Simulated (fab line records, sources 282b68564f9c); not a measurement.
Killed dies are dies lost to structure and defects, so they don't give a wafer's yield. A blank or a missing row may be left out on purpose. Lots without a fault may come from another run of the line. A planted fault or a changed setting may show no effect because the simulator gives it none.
One fault seen from 2 desks | flow rit_cmos | each desk has only its own numbers; what lay behind them comes last

THE METROLOGY DESK
What the gauges read, lot by lot, whatever tool the lot ran on: means of the sampled wafers that have a number. A lot is out of limits, marked OUT, if its mean lies more than 4 standard deviations from the usual mean; the brackets give that distance.
Columns: A = PRETRO_OVL at RIT_PRETRO_OVL_MEAS_06, usual 1.4 nm; B = GATE_OXIDE_THK at RIT_GATE_THK_MEAS_07, usual 3.04 nm; C = NSD_OVL at RIT_NSD_OVL_MEAS_06, usual -0.3 nm; D = PLDD_RS at RIT_SDANNEAL_RS_MEAS_06, usual 178.6 ohm/sq
lot  | first seen here | A    | B    | C    | D
L258 | day 2 07:19     | 0.2  | 3.01 | -0.8 | 178.5
L261 | day 2 21:47     | 2.5  | 3.05 | 2.7  | 178.2
L262 | day 3 03:37     | -0.1 | 3.03 | -0.0 | 179.2
L263 | day 3 09:57     | 1.4  | 3.01 | -1.4 | 178.8
L264 | day 3 14:34     | 2.9  | 3.14 | -0.5 | 178.7
L265 | day 3 19:11     | 2.7  | 3.02 | -1.4 | 178.0
L267 | day 4 05:52     | -0.8 | 2.94 | -2.1 | 184.6 (+15) OUT
L272 | day 5 05:59     | 2.4  | 3.01 | -1.4 | 184.3 (+15) OUT
L273 | day 5 11:31     | 2.1  | 3.06 | -1.4 | 178.8
L275 | day 5 19:49     | 2.6  | 3.05 | -1.2 | 178.3
L276 | day 6 01:21     | 2.2  | 3.06 | -1.1 | 178.9
L277 | day 6 06:05     | 1.1  | 3.07 | 0.8  | 178.8
L279 | day 6 15:41     | 0.6  | 3.11 | 0.7  | 178.8
L281 | day 7 02:01     | 0.6  | 3.00 | 0.0  | 178.2
This desk's finding: out of limits on L267, L272; first on L267, day 5 03:17 (PLDD_RS at RIT_SDANNEAL_RS_MEAS_06). In limits: L258, L261, L262, L263, L264, L265, L273, L275, L276, L277, L279, L281.

THE TOOL OWNER'S DESK: implanter-04
The tool's own readings at RIT_PLDD_IMPLANT_08: means of the sampled wafers that have a number, for each lot that ran on this tool. A lot is out of limits, marked OUT, if its mean lies more than 4 standard deviations from the usual mean; the brackets give that distance.
Columns: A = beam_on_s at RIT_PLDD_IMPLANT_08, usual 10.01 s; B = dose_ions_cm2 at RIT_PLDD_IMPLANT_08, usual 9.001e+14; C = end_station_pressure_torr at RIT_PLDD_IMPLANT_08, usual 7.3e-06 Torr
lot  | first seen here | A     | B                   | C
L258 | day 2 20:35     | 10.15 | 9.000e+14           | 7.2e-06
L263 | day 4 01:50     | 10.02 | 8.998e+14           | 7.4e-06
L265 | day 4 08:40     | 10.17 | 9.000e+14           | 7.2e-06
L267 | day 4 20:18     | 9.79  | 8.491e+14 (-57) OUT | 7.3e-06
L272 | day 5 18:22     | 10.01 | 8.485e+14 (-58) OUT | 7.0e-06
This desk's finding: out of limits on L267, L272; first on L267, day 4 20:18 (dose_ions_cm2 at RIT_PLDD_IMPLANT_08). In limits: L258, L263, L265.

PUT TOGETHER
The tool owner's desk could have raised an alarm at day 4 20:18, on L267, L272.
The metrology desk could have raised an alarm at day 5 03:17, on L267, L272.
Of the lots named, all ran RIT_PLDD_IMPLANT_08 on implanter-04.

WHAT THE SIMULATOR HAD PUT IN
Process parameter drift: implanter-04, from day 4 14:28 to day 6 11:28, at RIT_PLDD_IMPLANT_08. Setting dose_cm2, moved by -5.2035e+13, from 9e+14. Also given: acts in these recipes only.
Lots struck among those shown: L267, L272.
Hours from the fault's start to each desk's first reading out of limits: the tool owner's desk, 6; the metrology desk, 13.
